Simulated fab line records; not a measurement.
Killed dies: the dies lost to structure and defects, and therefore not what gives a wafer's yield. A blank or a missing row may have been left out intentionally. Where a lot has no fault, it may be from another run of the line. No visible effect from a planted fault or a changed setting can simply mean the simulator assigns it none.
Chamber matching / flow berkeley_cmos170 / UCB170_V2_CVD_00 on pecvd-02: 3 sister chambers
The step deposits SiO2 from TEOS/O2, target thk 2000 nm, time 250 s. 6 wafers are shown with their chamber, then 7 later ones without.

== WAFERS, EACH WITH ITS CHAMBER ==
wafer=L713.1; chamber=0; heater_power_w (W)=214; pressure_mtorr (mTorr)=8999
wafer=L720.1; chamber=2; heater_power_w (W)=194; pressure_mtorr (mTorr)=8965
wafer=L720.3; chamber=1; heater_power_w (W)=194; pressure_mtorr (mTorr)=8994
wafer=L720.4; chamber=1; heater_power_w (W)=253; pressure_mtorr (mTorr)=8994
wafer=L718.2; chamber=2; heater_power_w (W)=238; pressure_mtorr (mTorr)=9000
wafer=L718.3; chamber=0; heater_power_w (W)=289; pressure_mtorr (mTorr)=8986

== WAFERS MISSING THEIR CHAMBER ==
wafer=L718.4; heater_power_w (W)=210; pressure_mtorr (mTorr)=9013
wafer=L726.1; heater_power_w (W)=182; pressure_mtorr (mTorr)=9042
wafer=L726.4; heater_power_w (W)=242; pressure_mtorr (mTorr)=8995
wafer=L726.6; heater_power_w (W)=189; pressure_mtorr (mTorr)=8999
wafer=L727.2; heater_power_w (W)=285; pressure_mtorr (mTorr)=9022
wafer=L727.4; heater_power_w (W)=175; pressure_mtorr (mTorr)=8998
wafer=L727.5; heater_power_w (W)=212; pressure_mtorr (mTorr)=8971

== EACH ONE'S CHAMBER ==
wafer=L718.4; from the rows above=can't be placed: 1 or 0 or 2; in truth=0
wafer=L726.1; from the rows above=can't be placed: 1 or 0 or 2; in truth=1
wafer=L726.4; from the rows above=can't be placed: 0 or 1 or 2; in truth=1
wafer=L726.6; from the rows above=can't be placed: 1 or 2 or 0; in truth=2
wafer=L727.2; from the rows above=can't be placed: 0 or 1 or 2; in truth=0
wafer=L727.4; from the rows above=can't be placed: 1 or 2 or 0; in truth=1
wafer=L727.5; from the rows above=can't be placed: 2 or 1 or 0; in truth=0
Placed correctly: 0 of 7. These rows do not allow placing 7 (true chamber among the candidates in 7). Wrongly placed: 0.
How it was worked out, from the rows above alone: a wafer's distance from a chamber is the root of the sum, over the readings, of the square of ((its reading less the chamber's mean) divided by the reading's scatter). If the next closest chamber is less than 2 further off than the closest, the wafer can't be placed; otherwise it belongs to the closest. A chamber's mean is the mean of its shown wafers. The scatter: the root of (the sum of the squares of (reading less its chamber's mean) over the shown wafers, divided by (wafers less chambers)).
